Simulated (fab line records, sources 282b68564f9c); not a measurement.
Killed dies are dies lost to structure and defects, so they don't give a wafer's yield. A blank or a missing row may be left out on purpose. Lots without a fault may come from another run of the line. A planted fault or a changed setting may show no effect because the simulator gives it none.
fab line records | flow rit_cmos
record lots=6 wafers=18 last_day=7
route steps=202 shown ACTIVE@1 FOX1@20 FOX2@23 M1@202
lots that met no fault: from a run of the same line without faults
start_h: hours from the record's first day to the start of the lot's first wafer shown | wait_h: hours since the lot's step before | " the same as in the row above | L1.1+2: a row that stands for several wafers | - no value, or no start given | * or withheld: withheld | < > ~ a bound
route shown NAME@n: a module of which the file shows steps, and the number in the route of the first | usual: mean/standard deviation of fault-free wafers | same: alike in all rows | chamber/n: place in a boat | sites: the reading at each site | _std_site: their standard deviation | _edge_site: outer sites' mean less inner sites' | radius_mm: how far each site lies from the wafer's centre | mask NAME#n: copy n | behind: the tool/chamber that last shaped the wafer | hold: why the lot was held/for how many hours/how that ended | device: the transistor (n, p or np) that didn't switch | end of line: the same wafers' tests at the end of the route | a step without rows: its recipe alone | killed: dies lost to structure and defects at the first sort, not the wafer's yield | map: a wafer's dies, x killed, . not, _ none there
set.NAME: the setting as run; set.NAME@STEP: as run at that earlier step | model.NAME: the simulator's own value behind a step, which no gauge read
lots at some steps of the route; a table a step, a row a wafer
services: from which hour (start_h, from the record's first day; less than 0 if before it) a tool's chamber was out of use, for how many hours, and why
## steps
# step RIT_ACTIVE_BOW_MEAS_00
# recipe mode=bow
# usual INCOMING_BOW=0/5.7
# columns lot.wafer tool chamber start_h wait_h INCOMING_BOW[um]
L489.1 film_metro-03 - 15.00 - -2
L489.3 " - " " 6
L489.5 " - " " -6
L497.2 film_metro-04 - 55.02 - -5
L497.3 " - " " 3
L497.6 " - " " -4
L499.1 film_metro-04 - 65.00 - 2
L499.4 " - " " -6
L499.5 " - " " 4
L501.2 film_metro-01 - 75.02 - 3
L501.4 " - " " -1
L501.6 " - " " 0
L502.1 film_metro-01 - 80.00 - 1
L502.3 " - " " 0
L502.5 " - " " 1
L510.1 film_metro-01 - 120.00 - -3
L510.2 " - " " -4
L510.3 " - " " -2
# step RIT_ACTIVE_OXIDATION_01
# recipe temp_c=1000 ambient=O2 target_thk_a=468 ox_time_s=3360
# usual spike_tc_centre_C=1001.7/1.6 spike_tc_load_C=1024.6/2.3 spike_tc_source_C=1025/3.5 tube_center_temp_C=1000/0.089 tube_center_temp_C_max=1002.6/0.44 zone_power_centre_pct=45.9/0.53
# columns lot.wafer tool chamber start_h wait_h spike_tc_centre_C spike_tc_load_C spike_tc_source_C tube_center_temp_C tube_center_temp_C_max zone_power_centre_pct model.SiO2_of_ACTIVE_OXIDATION_01.thk_nm
L489.1 furnace-01 0 17.10 2.1 1003.5 1021.8 1021 1000 1002.5 45.0 46.32
L489.3 " 0 " " 1004.1 1022.9 1022 1000.1 1002.5 44.8 46.31
L489.5 " 0 " " 1002.8 1022.6 1022 999.89 1003.3 45.3 45.93
L497.2 furnace-04 0 58.29 3.3 999.4 1024.5 1027 999.98 1002.5 46.2 46.6
L497.3 " 0 " " 1000.7 1025.7 1028 1000.1 1002.1 45.9 46.23
L497.6 " 0 " " 1000.7 1024.8 1028 999.98 1002.6 46.0 46.66
L499.1 furnace-01 0 65.12 0.1 964.2 982.7 981 959.91 962.0 43.4 33.33
L499.4 " 0 " " 963.4 981.8 981 959.97 962.9 43.3 33.16
L499.5 " 0 " " 962.8 982.7 980 960.11 962.3 43.2 31.51
L501.2 furnace-04 0 75.13 0.1 1001.2 1024.3 1030 999.92 1002.4 45.8 46.01
L501.4 " 0 " " 1000.8 1026.4 1028 1000.2 1003.0 46.2 45.78
L501.6 " 0 " " 1000.8 1024.5 1029 1000.1 1002.5 46.6 46.5
L502.1 furnace-01 0 81.55 1.5 962.6 983.0 980 960.07 962.2 43.5 30.66
L502.3 " 0 " " 964.3 982.2 982 959.95 962.4 43.3 30.46
L502.5 " 0 " " 962.1 983.1 981 960.08 962.0 43.9 31.09
L510.1 furnace-02 0 120.12 0.1 1000.4 1030.1 1026 1000 1002.0 45.2 46.06
L510.2 " 0 " " 1001.6 1029.1 1026 999.98 1002.1 45.5 45.69
L510.3 " 0 " " 1000.7 1029.9 1025 999.92 1002.3 45.7 46.49
# step RIT_ACTIVE_THK_MEAS_02
# recipe reads=SiO2_of_ACTIVE_OXIDATION_01
# usual ACTIVE_OXIDE_THK=46.5/0.8
# columns lot.wafer tool chamber start_h wait_h ACTIVE_OXIDE_THK[nm]
L489.1 film_metro-03 - 19.03 0.0 46.4
L489.3 " - " " 46.4
L489.5 " - " " 45.9
L497.2 film_metro-03 - 60.24 0.0 46.6
L497.3 " - " " 46.3
L497.6 " - " " 46.7
L499.1 film_metro-04 - 67.05 0.0 33.3
L499.4 " - " " 33.2
L499.5 " - " " 31.5
L501.2 film_metro-04 - 77.07 0.0 46.0
L501.4 " - " " 45.7
L501.6 " - " " 46.5
L502.1 film_metro-03 - 83.48 0.0 30.6
L502.3 " - " " 30.5
L502.5 " - " " 31.1
L510.1 film_metro-04 - 122.05 0.0 46.0
L510.2 " - " " 45.7
L510.3 " - " " 46.5
# step RIT_ACTIVE_CVD_03
# recipe material=Si3N4 target_thk_nm=150 temp_c=810 precursor=SiH2Cl2/NH3 time_s=1500 pressure_mtorr=300 sih2cl2_flow_sccm=60 nh3_flow_sccm=150
# step RIT_ACTIVE_THK_MEAS_04
# recipe reads=Si3N4_of_ACTIVE_CVD_03
# usual ACTIVE_NITRIDE_THK=149.7/1.3
# columns lot.wafer tool chamber start_h wait_h ACTIVE_NITRIDE_THK[nm]
L489.1 film_metro-04 - 20.51 0.0 148.3
L489.3 " - " " 148.4
L489.5 " - " " 148.2
L497.2 film_metro-01 - 61.71 0.0 148.8
L497.3 " - " " 149.2
L497.6 " - " " 149.0
L499.1 film_metro-04 - 69.56 0.0 150.8
L499.4 " - " " 150.7
L499.5 " - " " 150.2
L501.2 film_metro-01 - 78.62 0.0 148.1
L501.4 " - " " 150.6
L501.6 " - " " 149.5
L502.1 film_metro-03 - 84.96 0.0 149.8
L502.3 " - " " 149.9
L502.5 " - " " 149.0
L510.1 film_metro-01 - 123.53 0.0 152.6
L510.2 " - " " 151.8
L510.3 " - " " 152.7
# step RIT_ACTIVE_HMDS_05
# recipe prime_time_s=60 prime_temp_c=140
# step RIT_ACTIVE_COAT_06
# recipe resist=NOVOLAK spin_rpm=3250 resist_thk_nm=1000
# step RIT_ACTIVE_SOFTBAKE_07
# recipe resist=NOVOLAK temp_c=90 time_s=60
# step RIT_ACTIVE_EXPOSE_08
# recipe mask_id=M1 na=0.6 source_shape=conventional sigma_outer=0.6 target_cd_nm=1400 dose_mj=225
# step RIT_ACTIVE_PEB_09
# recipe resist=NOVOLAK temp_c=withheld time_s=withheld
# step RIT_ACTIVE_DEVELOP_10
# recipe resist=NOVOLAK develop_time_s=50 dev_temp_c=23
# step RIT_ACTIVE_CD_MEAS_11
# recipe target_cd_nm=1400
# usual cd_nm=1399.6/2.4
# columns lot.wafer tool chamber start_h wait_h cd_nm
L489.1 cd_sem-01 - 21.54 - 1399.3
L489.3 " - " " 1396.9
L489.5 " - " " 1399.6
L497.2 cd_sem-01 - 62.63 - 1397.2
L497.3 " - " " 1399.4
L497.6 " - " " 1398.3
L499.1 cd_sem-02 - 70.67 - 1396.2
L499.4 " - " " 1395.9
L499.5 " - " " 1398.6
L501.2 cd_sem-02 - 79.90 - 1397.2
L501.4 " - " " 1397.1
L501.6 " - " " 1398.2
L502.1 cd_sem-01 - 85.87 - 1403.7
L502.3 " - " " 1404.2
L502.5 " - " " 1402.4
L510.1 cd_sem-02 - 124.56 - 1400.2
L510.2 " - " " 1398.7
L510.3 " - " " 1398.5
# step RIT_ACTIVE_HARDBAKE_12
# recipe resist=NOVOLAK temp_c=140 time_s=60
# step RIT_ACTIVE_ETCH_13
# recipe stop_on=SiO2 chemistry=SF6 target=Si3N4 time_s=210 over_etch_frac=0.4 SF6_flow_sccm=200 pressure_mtorr=260 rf_w=125 target_depth_a=2100
# usual SF6_flow_sccm=199.9/0.59 drypump_motor_current_A=5.7/0.44 oes_product_au=0.829/0.011 throttle_valve_pct=7.48/0.075
# columns lot.wafer tool chamber start_h wait_h SF6_flow_sccm drypump_motor_current_A oes_product_au rf_hours_counter_h throttle_valve_pct
L489.1 rie_diel-02 3 21.81 0.1 200.0 5.0 0.831 117 7.43
L489.3 " 0 " " 200.7 5.3 0.829 3 7.47
L489.5 " 3 " " 199.5 5.0 0.823 - 7.46
L497.2 rie_diel-01 3 62.99 0.1 200.4 6.4 0.816 126 7.47
L497.3 " 0 " " 200.3 5.7 0.830 14 7.58
L497.6 " 2 " " 199.6 6.1 0.841 - 7.69
L499.1 rie_diel-02 0 71.08 0.1 200.3 5.3 0.840 4 7.47
L499.4 " 3 " " 199.0 5.0 0.836 - 7.45
L499.5 " 3 " " 199.2 5.0 0.836 - 7.45
L501.2 rie_diel-04 0 80.33 0.1 200.2 5.7 0.838 3 7.40
L501.4 " 2 " " 199.4 5.4 0.811 - 7.48
L501.6 " 0 " " 200.5 5.7 0.837 - 7.41
L502.1 rie_diel-04 1 86.14 0.1 199.6 6.6 0.830 41 7.46
L502.3 " 0 " " 200.2 5.7 0.841 3 7.41
L502.5 " 2 " " 200.6 5.4 0.811 - 7.48
L510.1 rie_diel-02 0 124.83 0.1 200.8 5.3 0.833 5 7.47
L510.2 " 2 " " 199.8 6.2 0.824 102 7.40
L510.3 " 1 " " 201.2 5.9 0.834 1 7.44
# step RIT_ACTIVE_STRIP_14
# recipe chemistry=O2 time_s=180 resist=NOVOLAK platen_temp_c=withheld power_w=500 pressure_mtorr=4000 o2_flow_sccm=4000
# usual drypump_motor_current_A=5.9/0.32
# columns lot.wafer tool chamber start_h wait_h drypump_motor_current_A rf_hours_counter_h
L489.1 plasma_asher-01 0 21.95 0.1 5.6 36
L489.3 " 1 " " 5.7 -
L489.5 " 0 " " 5.6 -
L497.2 plasma_asher-03 1 63.13 0.1 6.0 38
L497.3 " 0 " " 5.7 -
L497.6 " 0 " " 5.7 -
L499.1 plasma_asher-01 0 71.28 0.1 5.6 41
L499.4 " 0 " " 5.6 -
L499.5 " 0 " " 5.6 -
L501.2 plasma_asher-03 0 80.47 0.1 5.7 41
L501.4 " 0 " " 5.7 -
L501.6 " 0 " " 5.7 -
L502.1 plasma_asher-03 0 86.27 0.1 5.7 42
L502.3 " 0 " " 5.7 -
L502.5 " 1 " " 6.0 -
L510.1 plasma_asher-03 1 124.97 0.1 6.0 47
L510.2 " 0 " " 5.7 47
L510.3 " 0 " " 5.7 -
# step RIT_ACTIVE_CD_MEAS_90
# recipe target_cd_nm=1400
# usual cd_nm=1399.6/2.3
# columns lot.wafer tool chamber start_h wait_h cd_nm
L489.1 cd_sem-01 - 22.12 0.1 1399.6
L489.3 " - " " 1397.1
L489.5 " - " " 1399.6
L497.2 cd_sem-02 - 63.32 0.1 1397.9
L497.3 " - " " 1399.4
L497.6 " - " " 1398.2
L499.1 cd_sem-01 - 71.45 0.1 1396.3
L499.4 " - " " 1396.2
L499.5 " - " " 1398.1
L501.2 cd_sem-01 - 80.66 0.1 1397.5
L501.4 " - " " 1397.2
L501.6 " - " " 1398.4
L502.1 cd_sem-02 - 86.50 0.2 1403.5
L502.3 " - " " 1404.2
L502.5 " - " " 1402.3
L510.1 cd_sem-02 - 125.14 0.1 1400.3
L510.2 " - " " 1399.3
L510.3 " - " " 1398.3
# step RIT_ACTIVE_CLEAN_15
# recipe chemistry=SC1 mix=3:3:50 time_s=600 temp_c=75
# step RIT_ACTIVE_CLEAN_16
# recipe chemistry=dHF dilution=50:1 time_s=30
# step RIT_ACTIVE_CLEAN_17
# recipe chemistry=SC2 mix=3:3:50 time_s=600 temp_c=75 dry=n2_spin
# step RIT_FOX1_OXIDATION_00
# recipe temp_c=1100 ambient=H2O target_thk_a=3507 p_h2o_torr=720 ox_time_s=1130
# step RIT_FOX1_THK_MEAS_01
# recipe reads=SiO2_of_FOX1_OXIDATION_00
# usual FOX1_OXIDE_THK=348/6.7
# columns lot.wafer tool chamber start_h wait_h FOX1_OXIDE_THK[nm]
L489.1 film_metro-04 - 27.83 0.0 350
L489.3 " - " " 350
L489.5 " - " " 350
L497.2 film_metro-02 - 65.13 0.0 348
L497.3 " - " " 344
L497.6 " - " " 350
L499.1 film_metro-04 - 74.68 0.0 358
L499.4 " - " " 354
L499.5 " - " " 356
L501.2 film_metro-03 - 82.51 0.0 353
L501.4 " - " " 354
L501.6 " - " " 358
L502.1 film_metro-04 - 88.66 0.0 349
L502.3 " - " " 344
L502.5 " - " " 344
L510.1 film_metro-04 - 128.63 0.0 347
L510.2 " - " " 348
L510.3 " - " " 352
# step RIT_FOX1_WET_ETCH_02
# recipe chemistry=BOE target_depth_nm=350 time_s=390 temp_c=21.5 dry=n2_spin dilution=10:1 target=SiO2
# step RIT_FOX2_OXIDATION_00
# recipe temp_c=1100 ambient=H2O target_thk_a=3507 p_h2o_torr=720 ox_time_s=1130
# step RIT_FOX2_THK_MEAS_01
# recipe reads=SiO2_of_FOX2_OXIDATION_00
# usual FOX2_OXIDE_THK=350/6.3
# columns lot.wafer tool chamber start_h wait_h FOX2_OXIDE_THK[nm]
L489.1 film_metro-04 - 29.40 0.0 343
L489.3 " - " " 349
L489.5 " - " " 344
L497.2 film_metro-04 - 66.62 0.0 353
L497.3 " - " " 350
L497.6 " - " " 349
L499.1 film_metro-01 - 76.57 0.0 352
L499.4 " - " " 348
L499.5 " - " " 352
L501.2 film_metro-02 - 84.54 0.0 344
L501.4 " - " " 343
L501.6 " - " " 346
L502.1 film_metro-02 - 90.42 0.0 339
L502.3 " - " " 338
L502.5 " - " " 336
L510.1 film_metro-04 - 130.14 0.0 348
L510.2 " - " " 349
L510.3 " - " " 347
# step RIT_FOX2_CLEAN_02
# recipe chemistry=dHF dilution=50:1 time_s=180
# step RIT_FOX2_WET_ETCH_03
# recipe chemistry=H3PO4 target=Si3N4 target_depth_nm=195 temp_c=165 time_s=2700
# columns lot.wafer tool chamber start_h wait_h model.SiO2_of_ACTIVE_OXIDATION_01.thk_nm
L489.1 wet_bench-03 3 29.52 0.0 40.77
L489.3 " 3 " " 40.78
L489.5 " 3 " " 40.46
L497.2 wet_bench-04 1 66.73 0.0 40.87
L497.3 " 1 " " 41.1
L497.6 " 1 " " 41.17
L499.1 wet_bench-04 2 76.69 0.0 29.15
L499.4 " 2 " " 29.07
L499.5 " 2 " " 27.58
L501.2 wet_bench-01 1 84.66 0.0 40.92
L501.4 " 1 " " 40.73
L501.6 " 1 " " 41.36
L502.1 wet_bench-03 1 90.54 0.0 27.39
L502.3 " 1 " " 27.22
L502.5 " 1 " " 27.8
L510.1 wet_bench-04 3 130.27 0.0 40.48
L510.2 " 3 " " 40.6
L510.3 " 3 " " 41.32
# step RIT_FOX2_THK_MEAS_90
# recipe reads=SiO2_of_FOX2_OXIDATION_00
# usual FIELD_OXIDE_LEFT_1_THK=323/6.3
# columns lot.wafer tool chamber start_h wait_h FIELD_OXIDE_LEFT_1_THK[nm]
L489.1 film_metro-04 - 31.03 0.0 316
L489.3 " - " " 322
L489.5 " - " " 317
L497.2 film_metro-01 - 68.25 0.0 326
L497.3 " - " " 322
L497.6 " - " " 322
L499.1 film_metro-04 - 79.72 0.0 324
L499.4 " - " " 320
L499.5 " - " " 324
L501.2 film_metro-02 - 85.49 0.0 317
L501.4 " - " " 316
L501.6 " - " " 319
L502.1 film_metro-02 - 91.30 0.0 312
L502.3 " - " " 311
L502.5 " - " " 309
L510.1 film_metro-04 - 131.03 0.0 321
L510.2 " - " " 321
L510.3 " - " " 320
# step RIT_M1_PROBE_99
# usual killed_at_contacts=0.1/0.38 killed_at_front_end=7/3.2 killed_dies=7/3.2 killed_on_rim=1.9/1.5 killed_open=3.6/2.1 killed_short=3.5/2
# same gross_dies=264 killed_at_M0_to_M3=0 killed_at_M4_up=0 killed_at_back_side=0 killed_at_other=0
# columns lot.wafer tool chamber start_h wait_h killed_at_contacts killed_at_front_end killed_dies killed_on_rim killed_open killed_short model.etest.nldd.width_nm model.etest.pldd.width_nm model.etest.pplus_sal.width_nm model.etest.nplus_sal.width_nm model.etest.nmos_0p3.r_on_ohm_um model.etest.nmos_narrow.drive_ua_um model.etest.pmos_narrow.drive_ua_um model.etest.nmos_0p3.drive_ua_um
L489.1 prober-01 - 80.74 0.1 0 8 8 2 2 6 3184 3186 3430 3431 2118 232.4 105.8 231.1
L489.3 prober-01 - 80.84 0.2 0 10 10 0 5 5 3157 3186 3435 3437 2092 234.8 107.7 234.8
L489.5 prober-01 - 80.94 0.2 0 4 4 1 4 0 3189 3201 3453 3446 2090 238.2 109.7 237.4
L497.2 prober-02 - 109.49 0.1 0 7 7 2 4 3 3183 3169 3466 3440 2131 227.3 102.9 229.2
L497.3 prober-02 - 109.54 0.2 0 3 3 2 2 1 3174 3172 3463 3464 2100 240.1 107 237.3
L497.6 prober-02 - 109.69 0.2 1 9 10 3 3 7 3171 3155 3466 3445 2124 234.6 104.9 233.9
L499.1 prober-02 - 118.63 0.1 0 13 13 6 8 5 3284 3286 3523 3532 2115 255.6 112.3 234.5
L499.4 prober-02 - 118.78 0.2 0 5 5 1 2 3 3287 3278 3534 3529 2097 258.4 112.7 235.5
L499.5 prober-02 - 118.83 0.2 0 7 7 5 4 3 3297 3298 3541 3545 2121 258.9 113.7 233.6
L501.2 prober-02 - 123.71 0.1 0 5 5 2 2 3 3180 3188 3470 3467 2128 238.5 106.7 239.8
L501.4 prober-02 - 123.81 0.2 0 5 5 1 2 3 3213 3186 3437 3441 2083 243.7 107.9 239.2
L501.6 prober-02 - 123.91 0.2 0 7 7 1 4 3 3193 3158 3434 3421 2091 234.4 105.3 235.9
L502.1 prober-01 - 128.78 0.1 0 10 10 2 8 2 3319 3300 3578 3566 2016 283.1 123.8 246.3
L502.3 prober-01 - 128.88 0.2 0 7 7 2 2 5 3314 3307 3587 3580 2026 282.4 123.9 247.9
L502.5 prober-01 - 128.98 0.2 0 18 18 5 10 8 3311 3318 3574 3551 2011 278.2 123 247.9
L510.1 prober-01 - 174.23 0.1 0 3 3 0 1 2 3187 3206 3451 3445 2160 222.5 98.77 219.8
L510.2 prober-01 - 174.28 0.1 0 6 6 5 3 3 3179 3186 3446 3439 2166 224.3 97.63 220.4
L510.3 prober-01 - 174.33 0.2 0 10 10 2 5 5 3160 3193 3444 3470 2166 222.2 99.22 221.1
# killed by level:class
L489.1 SPACER:geometric_particle:short=3 GATE:geometric_particle:short=2 GATE:geometric_particle:open=1 SPACER:geometric_particle:open=1 SILICIDE:geometric_particle:short=1
L489.3 SPACER:geometric_particle:short=3 GATE:geometric_particle:open=2 FOX2:geometric_particle:short=1 GATE:geometric_particle:short=1 REOX:geometric_particle:open=1 SPACER:geometric_particle:open=1 SILICIDE:geometric_particle:open=1
L489.5 FOX2:geometric_particle:open=1 REOX:geometric_particle:open=1 SPACER:geometric_particle:open=1 SILICIDE:geometric_particle:open=1
L497.2 GATE:geometric_particle:short=2 GATE:geometric_particle:open=2 FOX1:geometric_particle:short=1 FOX1:geometric_particle:open=1 SPACER:geometric_particle:open=1
L497.3 GATE:geometric_particle:open=1 REOX:geometric_particle:short=1 SPACER:geometric_particle:open=1
L497.6 GATE:geometric_particle:short=2 SPACER:geometric_particle:short=2 FOX1:geometric_particle:short=1 GATE:geometric_particle:open=1 REOX:geometric_particle:open=1 SPACER:geometric_particle:open=1 SILICIDE:geometric_particle:short=1 CONTACT:geometric_particle:short=1
L499.1 REOX:geometric_particle:open=3 GATE:geometric_particle:open=2 SILICIDE:geometric_particle:short=2 FOX1:geometric_particle:open=1 FOX1:geometric_particle:short=1 FOX2:geometric_particle:open=1 FOX2:geometric_particle:short=1 GATE:geometric_particle:short=1
L499.4 FOX1:geometric_particle:short=1 FOX2:geometric_particle:short=1 GATE:geometric_particle:open=1 SPACER:geometric_particle:short=1 SILICIDE:geometric_particle:open=1
L499.5 REOX:geometric_particle:short=2 FOX1:geometric_particle:open=1 GATE:geometric_particle:open=1 GATE:geometric_particle:short=1 REOX:geometric_particle:open=1 SPACER:geometric_particle:open=1
L501.2 SPACER:geometric_particle:short=2 GATE:geometric_particle:short=1 GATE:geometric_particle:open=1 SILICIDE:geometric_particle:open=1
L501.4 FOX1:geometric_particle:short=1 FOX2:geometric_particle:open=1 GATE:geometric_particle:open=1 GATE:geometric_particle:short=1 REOX:geometric_particle:short=1
L501.6 GATE:geometric_particle:open=2 GATE:geometric_particle:short=2 FOX1:geometric_particle:short=1 SPACER:geometric_particle:open=1 SILICIDE:geometric_particle:open=1
L502.1 GATE:geometric_particle:open=4 FOX1:geometric_particle:open=1 REOX:geometric_particle:open=1 SPACER:geometric_particle:open=1 SPACER:geometric_particle:short=1 SILICIDE:geometric_particle:short=1 SILICIDE:geometric_particle:open=1
L502.3 GATE:geometric_particle:short=3 REOX:geometric_particle:open=2 SPACER:geometric_particle:short=1 SILICIDE:geometric_particle:short=1
L502.5 REOX:geometric_particle:open=5 GATE:geometric_particle:open=4 REOX:geometric_particle:short=4 FOX1:geometric_particle:short=3 FOX1:geometric_particle:open=1 GATE:geometric_particle:short=1
L510.1 FOX1:geometric_particle:short=1 GATE:geometric_particle:short=1 GATE:geometric_particle:open=1
L510.2 GATE:geometric_particle:open=2 GATE:geometric_particle:short=1 SPACER:geometric_particle:short=1 SILICIDE:geometric_particle:short=1 SILICIDE:geometric_particle:open=1
L510.3 GATE:geometric_particle:open=3 GATE:geometric_particle:short=2 REOX:geometric_particle:open=2 FOX2:geometric_particle:short=1 REOX:geometric_particle:short=1 SILICIDE:geometric_particle:short=1
## services
# columns tool chamber start_h hours kind
furnace-01 - 20.35 3.6 pm
rie_diel-01 2 25.22 8.6 repair
rie_diel-01 3 29.43 10.5 repair
plasma_asher-03 - 43.92 2.2 repair
rie_diel-04 0 54.08 5.1 repair
furnace-02 - 56.05 3.7 pm
rie_diel-02 1 62.14 - clean
rie_diel-02 1 62.14 24.4 scheduled_down
rie_diel-02 1 62.14 24.4 vent_cycle
rie_diel-02 2 63.92 9.9 repair
furnace-02 - 67.56 3.1 pm
furnace-01 - 72.48 2.4 pm
rie_diel-04 1 74.42 8.0 repair
plasma_asher-01 - 80.55 13.0 repair
rie_diel-02 3 91.86 8.2 repair
wet_bench-03 - 103.50 1.9 pm
plasma_asher-01 - 108.75 9.0 pm
plasma_asher-01 0 108.75 9.0 vent_cycle
plasma_asher-01 1 108.75 9.0 vent_cycle
plasma_asher-01 0 117.75 - clean
plasma_asher-01 1 117.75 - clean
rie_diel-04 - 118.41 14.6 pm
rie_diel-01 1 122.58 - clean
rie_diel-01 1 122.58 19.2 scheduled_down
## key
first_sign step=RIT_ACTIVE_OXIDATION_01 reading=tube_center_temp_C direction=down sigmas=99+ usual=* struck=*
effect step=RIT_ACTIVE_OXIDATION_01 reading=tube_center_temp_C_max direction=down sigmas=92 usual=* struck=*
effect step=RIT_ACTIVE_THK_MEAS_02 reading=ACTIVE_OXIDE_THK direction=down sigmas=18 usual=46.5 struck=31.7
model_effect step=RIT_ACTIVE_OXIDATION_01 value=SiO2_of_ACTIVE_OXIDATION_01.thk_nm without=45.49 struck=31.7
model_effect step=RIT_FOX2_WET_ETCH_03 value=SiO2_of_ACTIVE_OXIDATION_01.thk_nm without=40.33 struck=28.04
model_effect step=RIT_M1_PROBE_99 value=etest.nldd.width_nm without=3194 struck=3302
met_at RIT_ACTIVE_OXIDATION_01
struck_wafers L499.1,L499.4,L499.5,L502.1,L502.3,L502.5
tester_left_out L499,L502
onset_between 17.10 65.12
fault kind=process_parameter_drift tool=furnace-01 chamber=- onset_h=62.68 steps=RIT_ACTIVE_OXIDATION_01 channel=temp_c offset=* shape=step end_h=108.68 acts_in=* stated=*
# tester_left_out: of these lots the tester's yield and bins aren't shown, on N5 and GAA mostly nor the transistor test; their killed dies are dies lost to structure and defects alone, not to doping, threshold or leakage, so they don't give the yield
